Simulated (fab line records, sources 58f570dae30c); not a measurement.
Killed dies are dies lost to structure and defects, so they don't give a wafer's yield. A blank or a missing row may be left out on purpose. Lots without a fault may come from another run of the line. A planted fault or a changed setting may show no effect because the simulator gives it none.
Which tool did it? | flow berkeley_cmos170 | 14 lots, 42 wafers sampled, at 5 steps of a route of 331

WHAT THE GAUGES READ, wafer by wafer
UCB170_V2_CD_MEAS_12: target cd 700 nm.
lot  | measured     | on        | cd_nm (nm)
L931 | day 7 15:45  | cd_sem-01 | 700.1 700.3 699.5
L932 | day 7 15:45  | cd_sem-02 | 703.4 702.1 702.5
L933 | day 7 18:28  | cd_sem-02 | 700.3 699.4 700.0
L934 | day 8 02:54  | cd_sem-01 | 699.2 700.6 699.3
L935 | day 8 16:04  | cd_sem-02 | 700.1 701.0 698.7
L936 | day 8 16:29  | cd_sem-01 | 697.5 698.3 697.6
L937 | day 9 02:47  | cd_sem-01 | 702.7 702.7 703.8
L938 | day 9 02:41  | cd_sem-02 | 701.2 701.9 701.7
L939 | day 9 15:13  | cd_sem-01 | 698.9 698.7 699.7
L940 | day 10 04:53 | cd_sem-01 | 701.0 700.6 700.4
L943 | day 10 09:59 | cd_sem-02 | 701.4 702.4 701.8
L947 | day 10 15:37 | cd_sem-02 | 700.1 698.8 699.1
L953 | day 12 08:19 | cd_sem-01 | 700.5 699.4 701.6
L954 | day 12 08:34 | cd_sem-02 | 698.0 699.1 698.2

WHICH TOOL RAN EACH LOT (tool, then ch and the chambers of the sampled wafers, then the start)
lot  | UCB170_CONTACT_STRIP_19              | UCB170_M1_STRIP_13                   | UCB170_M2_SOFTBAKE_06             | UCB170_M2_STRIP_07
L931 | plasma_asher-01 ch 0,1, day 6 22:25  | plasma_asher-03 ch 0,1, day 7 00:25  | litho_track-04 ch 0, day 7 10:06  | plasma_asher-02 ch 0,1, day 7 10:15
L932 | plasma_asher-04 ch 0,1, day 7 00:16  | plasma_asher-04 ch 0,1, day 7 02:40  | litho_track-01 ch 0, day 7 10:03  | plasma_asher-03 ch 0,1, day 7 10:10
L933 | plasma_asher-01 ch 0,1, day 7 02:58  | plasma_asher-04 ch 0,1, day 7 05:29  | litho_track-04 ch 0, day 7 12:19  | plasma_asher-01 ch 0,1, day 7 12:28
L934 | plasma_asher-02 ch 0,1, day 7 11:46  | plasma_asher-03 ch 0,1, day 7 16:19  | litho_track-02 ch 0, day 7 23:06  | plasma_asher-01 ch 0,1, day 7 23:15
L935 | plasma_asher-04 ch 0,1, day 7 23:10  | plasma_asher-04 ch 0,1, day 8 01:21  | litho_track-01 ch 0, day 8 12:05  | plasma_asher-01 ch 0,1, day 8 12:14
L936 | plasma_asher-02 ch 0,1, day 7 23:30  | plasma_asher-02 ch 0,1, day 8 01:36  | litho_track-02 ch 0, day 8 12:10  | plasma_asher-02 ch 0, day 8 12:17
L937 | plasma_asher-02 ch 0,1, day 8 06:38  | plasma_asher-03 ch 0,1, day 8 11:39  | litho_track-01 ch 0, day 8 19:06  | plasma_asher-01 ch 0,1, day 8 19:15
L938 | plasma_asher-04 ch 0,1, day 8 06:58  | plasma_asher-02 ch 0,1, day 8 11:49  | litho_track-04 ch 0, day 8 19:17  | plasma_asher-03 ch 0,1, day 8 19:25
L939 | plasma_asher-04 ch 0, day 9 00:39    | plasma_asher-03 ch 0,1, day 9 04:40  | litho_track-04 ch 0, day 9 10:17  | plasma_asher-03 ch 0,1, day 9 10:25
L940 | plasma_asher-01 ch 0,1, day 9 11:44  | plasma_asher-04 ch 1, day 9 14:25    | litho_track-04 ch 0, day 10 00:29 | plasma_asher-01 ch 0,1, day 10 00:36
L943 | plasma_asher-02 ch 0,1, day 9 18:31  | plasma_asher-03 ch 0,1, day 9 20:28  | litho_track-04 ch 0, day 10 04:28 | plasma_asher-02 ch 0,1, day 10 04:35
L947 | plasma_asher-02 ch 0, day 9 23:54    | plasma_asher-02 ch 0,1, day 10 02:47 | litho_track-04 ch 0, day 10 11:02 | plasma_asher-03 ch 0, day 10 11:11
L953 | plasma_asher-01 ch 0,1, day 11 17:16 | plasma_asher-04 ch 0,1, day 11 19:18 | litho_track-02 ch 0, day 12 03:07 | plasma_asher-01 ch 0,1, day 12 03:14
L954 | plasma_asher-02 ch 0,1, day 11 19:02 | plasma_asher-04 ch 0,1, day 11 21:07 | litho_track-02 ch 0, day 12 03:34 | plasma_asher-03 ch 0,1, day 12 03:41
- UCB170_CONTACT_STRIP_19: strips in O2.
- UCB170_M1_STRIP_13: strips in O2.
- UCB170_M2_SOFTBAKE_06: time 60 s.
- UCB170_M2_STRIP_07: strips in O2.

WHAT THE TOOLS THEMSELVES READ (means of the sampled wafers that have a number; where no wafer has one, the mark that the record gives instead)
UCB170_CONTACT_STRIP_19.
lot  | tool            | drypump_motor_current_A (A) | oes_product_au (a.u.)
L931 | plasma_asher-01 | 5.6                         | 0.726
L932 | plasma_asher-04 | 6.0                         | 0.723
L933 | plasma_asher-01 | 5.4                         | 0.724
L934 | plasma_asher-02 | 5.8                         | 0.728
L935 | plasma_asher-04 | 6.0                         | 0.723
L936 | plasma_asher-02 | 5.8                         | 0.728
L937 | plasma_asher-02 | 6.0                         | 0.726
L938 | plasma_asher-04 | 6.0                         | 0.724
L939 | plasma_asher-04 | 5.8                         | 0.723
L940 | plasma_asher-01 | 5.6                         | 0.722
L943 | plasma_asher-02 | 5.8                         | 0.724
L947 | plasma_asher-02 | 6.2                         | 0.723
L953 | plasma_asher-01 | 5.6                         | 0.726
L954 | plasma_asher-02 | 5.8                         | 0.729

UCB170_M1_STRIP_13.
lot  | tool            | drypump_motor_current_A (A) | oes_product_au (a.u.)
L931 | plasma_asher-03 | 5.3                         | 0.717
L932 | plasma_asher-04 | 6.0                         | 0.721
L933 | plasma_asher-04 | 5.9                         | 0.725
L934 | plasma_asher-03 | 5.4                         | 0.719
L935 | plasma_asher-04 | 5.8                         | 0.724
L936 | plasma_asher-02 | 5.8                         | 0.719
L937 | plasma_asher-03 | 5.3                         | 0.717
L938 | plasma_asher-02 | 5.8                         | 0.720
L939 | plasma_asher-03 | 5.3                         | 0.716
L940 | plasma_asher-04 | 6.1                         | 0.721
L943 | plasma_asher-03 | 5.4                         | 0.716
L947 | plasma_asher-02 | 6.0                         | 0.719
L953 | plasma_asher-04 | 6.0                         | 0.725
L954 | plasma_asher-04 | 5.8                         | 0.720

UCB170_M2_SOFTBAKE_06.
lot  | tool           | heater_power_total_W (W) | plate_temp_C (C)
L931 | litho_track-04 | 56.87                    | 130.00
L932 | litho_track-01 | 56.83                    | 130.07
L933 | litho_track-04 | 56.82                    | 129.91
L934 | litho_track-02 | 56.79                    | 130.11
L935 | litho_track-01 | 56.84                    | 130.06
L936 | litho_track-02 | 56.80                    | 130.10
L937 | litho_track-01 | 56.81                    | 130.17
L938 | litho_track-04 | 56.78                    | 130.03
L939 | litho_track-04 | 56.82                    | 129.81
L940 | litho_track-04 | 56.79                    | 129.95
L943 | litho_track-04 | 52.99                    | 123.47
L947 | litho_track-04 | 53.03                    | 123.42
L953 | litho_track-02 | 56.83                    | 130.22
L954 | litho_track-02 | 56.81                    | 130.01

UCB170_M2_STRIP_07.
lot  | tool            | drypump_motor_current_A (A) | oes_product_au (a.u.) | strip_time_to_endpoint_s (s)
L931 | plasma_asher-02 | 5.8                         | 0.732                 | 21.96
L932 | plasma_asher-03 | 5.4                         | 0.731                 | 22.01
L933 | plasma_asher-01 | 5.5                         | 0.736                 | 21.88
L934 | plasma_asher-01 | 5.5                         | 0.735                 | 22.03
L935 | plasma_asher-01 | 5.5                         | 0.733                 | 21.88
L936 | plasma_asher-02 | 6.2                         | 0.735                 | 22.03
L937 | plasma_asher-01 | 5.4                         | 0.733                 | 21.96
L938 | plasma_asher-03 | 5.3                         | 0.733                 | 22.02
L939 | plasma_asher-03 | 5.3                         | 0.731                 | 21.93
L940 | plasma_asher-01 | 5.5                         | 0.736                 | 22.02
L943 | plasma_asher-02 | 5.8                         | 0.735                 | 22.14
L947 | plasma_asher-03 | 5.2                         | 0.739                 | 22.12
L953 | plasma_asher-01 | 5.4                         | 0.737                 | 21.89
L954 | plasma_asher-03 | 5.3                         | 0.737                 | 21.94

THE ANSWER, worked out from the rows above alone
Rule: what is usual is taken from the lots themselves. Put in order of their means at a reading, lots are off if they are a third of the lots or fewer, leave a main group of 4 or more, and stand apart from it by a gap of 3 or more times the standard deviation of the main group's means; of several such gaps the widest counts. A main group whose means are all the same, to the digits that the tables above print for the reading, isn't used. A lot without any number at a reading at which 4 lots or more have one is off too. The other lots that the step has rows for count as sound. The gauges are gone through in route order, then the tools' own readings, and for those a lot's mean is taken as printed above. The first step at which some lot is off is used, and at that step the reading that is off furthest; a lot without a number counts as furthest.
Off: L943, L947, at UCB170_M2_SOFTBAKE_06 (heater_power_total_W). The main group: mean 56.82 W, standard deviation 0.024.
A tool fits if, at that step or a process step before it, it ran every lot that is off, and no sound lot after the first of them. One fits: litho_track-04 at UCB170_M2_SOFTBAKE_06. Its last sound lot is L940 (day 10 00:29), its first lot that is off L943 (day 10 04:28): a fault that began between those two fits.
The tool's own readings at UCB170_M2_SOFTBAKE_06 bear it out: on the lots that are off they differ by more than 5 times the standard deviation of the sound lots' means. heater_power_total_W reads 53.01 W there against 56.82 W on the sound lots; plate_temp_C reads 123.44 C there against 130.04 C on the sound lots.

WHAT THE SIMULATOR HAD PUT IN
Process parameter drift: litho_track-04, from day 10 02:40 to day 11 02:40, at UCB170_M2_SOFTBAKE_06. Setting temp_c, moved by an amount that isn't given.
Lots struck among those shown: L943, L947. The rule above found the same.
